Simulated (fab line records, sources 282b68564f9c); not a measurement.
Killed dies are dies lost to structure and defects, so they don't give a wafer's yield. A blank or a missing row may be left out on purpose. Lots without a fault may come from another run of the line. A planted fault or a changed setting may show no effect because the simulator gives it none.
Split-lot experiment | flow rit_cmos | 5 lots, 27 wafers read, on a route of 202 steps

THE SPLIT
At RIT_ACTIVE_OXIDATION_01 (target thk 46.8 nm, ox time 3360 s), the setting ox_time_s was moved away from the recipe's 3360 s on 12 of the 27 wafers read, by +43.8% to +59.9%. The other wafers ran this setting at the recipe's value.

The file shows no step between the split and the reading.

THE READING
ACTIVE_OXIDE_THK, in nm, at RIT_ACTIVE_THK_MEAS_02. Fault-free wafers of this fab line usually give 46.8 nm, standard deviation 1.1 nm.

wafer  | tool, chamber at the split | ox_time_s as run, s | against the recipe | ACTIVE_OXIDE_THK, nm | against lot-mates on the recipe
L077.1 | -, -                       | 3360                | recipe             | 47.9                 | -
L077.2 | -, -                       | 3360                | recipe             | 48.0                 | -
L077.3 | -, -                       | 3360                | recipe             | 47.8                 | -
L077.4 | -, -                       | 3360                | recipe             | 48.1                 | -
L077.5 | -, -                       | 3360                | recipe             | 48.5                 | -
L077.6 | -, -                       | 3360                | recipe             | 48.8                 | -
L079.1 | -, -                       | 4830                | +43.8%             | 58.9                 | no lot-mate on the recipe
L079.2 | -, -                       | 4830                | +43.8%             | 57.8                 | no lot-mate on the recipe
L079.3 | -, -                       | 4830                | +43.8%             | 58.1                 | no lot-mate on the recipe
L079.4 | -, -                       | 4830                | +43.8%             | 59.0                 | no lot-mate on the recipe
L079.5 | -, -                       | 4830                | +43.8%             | 58.6                 | no lot-mate on the recipe
L079.6 | -, -                       | 4830                | +43.8%             | 58.2                 | no lot-mate on the recipe
L080.1 | -, -                       | 3360                | recipe             | 46.3                 | -
L080.2 | -, -                       | 3360                | recipe             | 46.5                 | -
L080.3 | -, -                       | 3360                | recipe             | 46.5                 | -
L080.4 | -, -                       | 3360                | recipe             | 46.3                 | -
L080.5 | -, -                       | 3360                | recipe             | 45.9                 | -
L080.6 | -, -                       | 3360                | recipe             | 45.9                 | -
L083.1 | -, -                       | 5371                | +59.9%             | 65.7                 | no lot-mate on the recipe
L083.2 | -, -                       | 5371                | +59.9%             | 64.8                 | no lot-mate on the recipe
L083.3 | -, -                       | 5371                | +59.9%             | 64.8                 | no lot-mate on the recipe
L083.4 | -, -                       | 5371                | +59.9%             | 65.1                 | no lot-mate on the recipe
L083.5 | -, -                       | 5371                | +59.9%             | 64.8                 | no lot-mate on the recipe
L083.6 | -, -                       | 5371                | +59.9%             | 65.2                 | no lot-mate on the recipe
L085.1 | furnace-01, 0              | 3360                | recipe             | 46.6                 | -
L085.3 | furnace-01, 0              | 3360                | recipe             | 46.3                 | -
L085.6 | furnace-01, 0              | 3360                | recipe             | 46.3                 | -

THE FIT
A straight line over all 27 wafers: ACTIVE_OXIDE_THK changes by +0.289 nm for each +1% of ox_time_s; r = +0.99; the points scatter about the line by 1.1 nm.
Too few moved wafers have a lot-mate on the recipe to fit a line with each lot's own level taken away.

THE WHOLE CHAIN: every reading that the file lists as answering this split, in the file's order
step                    | what it does                                            | reading                                                                             | change (the file's fit)               | r (the file's)
RIT_ACTIVE_OXIDATION_01 | target thk 46.8 nm, ox time 3360 s                      | SiO2_of_ACTIVE_OXIDATION_01.thk_nm (the simulator's own value, which no gauge read) | +0.29 nm for each +1% of the setting  | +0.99
RIT_ACTIVE_THK_MEAS_02  |                                                         | ACTIVE_OXIDE_THK                                                                    | +0.29 for each +1% of the setting     | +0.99
RIT_FOX2_WET_ETCH_03    | etches Si3N4 in H3PO4, target depth 195 nm, time 2700 s | SiO2_of_ACTIVE_OXIDATION_01.thk_nm (the simulator's own value, which no gauge read) | +0.252 nm for each +1% of the setting | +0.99
RIT_M1_PROBE_99         |                                                         | etest.nldd.width_nm (the simulator's own value, which no gauge read)                | -4.2 nm for each +1% of the setting   | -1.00
RIT_M1_PROBE_99         |                                                         | etest.pldd.width_nm (the simulator's own value, which no gauge read)                | -4.15 nm for each +1% of the setting  | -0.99
RIT_M1_PROBE_99         |                                                         | etest.nmos_narrow.drive_ua_um (the simulator's own value, which no gauge read)      | -1.02 for each +1% of the setting     | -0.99
RIT_M1_PROBE_99         |                                                         | etest.pmos_narrow.drive_ua_um (the simulator's own value, which no gauge read)      | -0.369 for each +1% of the setting    | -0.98

THE FILE'S OWN FIT
ACTIVE_OXIDE_THK changes by +0.29 nm for each +1% of ox_time_s, r = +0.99.
